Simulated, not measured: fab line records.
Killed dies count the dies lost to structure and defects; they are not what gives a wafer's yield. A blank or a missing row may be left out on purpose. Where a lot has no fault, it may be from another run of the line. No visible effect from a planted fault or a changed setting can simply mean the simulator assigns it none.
Which tool was responsible? / flow berkeley cmos170 / 36 wafers from 12 lots sampled at 2 of the route's 331 steps

WHAT THE GAUGES SHOWED, per wafer
UCB170_NWELL_TW_MEAS_16.
lot=L075; measured=day 3 01:41; on=film metro-04; NWELL_TW=1264 1261 1259
lot=L077; measured=day 3 12:59; on=film metro-03; NWELL_TW=1215 1213 1215
lot=L078; measured=day 3 18:38; on=film metro-04; NWELL_TW=1257 1254 1255
lot=L081; measured=day 4 01:37; on=film metro-04; NWELL_TW=1251 1252 1246
lot=L083; measured=day 4 05:59; on=film metro-01; NWELL_TW=1251 1252 1248
lot=L085; measured=day 4 15:55; on=film metro-03; NWELL_TW=1224 1222 1221
lot=L087; measured=day 5 06:47; on=film metro-03; NWELL_TW=1224 1235 1237
lot=L089; measured=day 5 13:58; on=film metro-01; NWELL_TW=1246 1242 1246
lot=L091; measured=day 6 06:29; on=film metro-03; NWELL_TW=1220 1226 1215
lot=L093; measured=day 6 15:56; on=film metro-03; NWELL_TW=1219 1222 1219
lot=L094; measured=day 6 20:43; on=film metro-01; NWELL_TW=1246 1247 1250
lot=L096; measured=day 7 03:32; on=film metro-01; NWELL_TW=1249 1248 1246

WHAT TOOL EACH LOT RAN ON (gives the tool, then ch and the chambers of the sampled wafers, and finally the start)
lot=L075; UCB170_NWELL_STRIP_15=plasma asher-02 ch 0,1, day 3 01:35
lot=L077; UCB170_NWELL_STRIP_15=plasma asher-03 ch 0,1, day 3 12:53
lot=L078; UCB170_NWELL_STRIP_15=plasma asher-03 ch 0,1, day 3 18:34
lot=L081; UCB170_NWELL_STRIP_15=plasma asher-03 ch 0,1, day 4 01:31
lot=L083; UCB170_NWELL_STRIP_15=plasma asher-03 ch 0,1, day 4 05:53
lot=L085; UCB170_NWELL_STRIP_15=plasma asher-03 ch 0,1, day 4 15:50
lot=L087; UCB170_NWELL_STRIP_15=plasma asher-03 ch 0,1, day 5 06:41
lot=L089; UCB170_NWELL_STRIP_15=plasma asher-03 ch 0,1, day 5 13:52
lot=L091; UCB170_NWELL_STRIP_15=plasma asher-02 ch 0,1, day 6 06:23
lot=L093; UCB170_NWELL_STRIP_15=plasma asher-04 ch 0,1, day 6 15:50
lot=L094; UCB170_NWELL_STRIP_15=plasma asher-02 ch 0,1, day 6 20:37
lot=L096; UCB170_NWELL_STRIP_15=plasma asher-02 ch 0,1, day 7 03:26
- UCB170_NWELL_STRIP_15: strips in O2.

THE ANSWER, worked out from the rows above alone
Rule: what is usual is taken from the lots themselves. The widest of any qualifying gaps counts: lots, ordered by their means at a reading, are off when they make up no more than a third of the lots, leave a main group of 4 or more, and stand apart from it by 3 or more times the standard deviation of that group's means. A main group whose means are all the same, to the digits that the tables above print for the reading, isn't used. A lot without any number at a reading at which 4 lots or more have one is off too. Where the step has rows for the other lots, those lots are counted as sound.
Across all readings shown, no lot is off: no conclusion can be drawn from this.

WHAT THE SIMULATOR PUT IN
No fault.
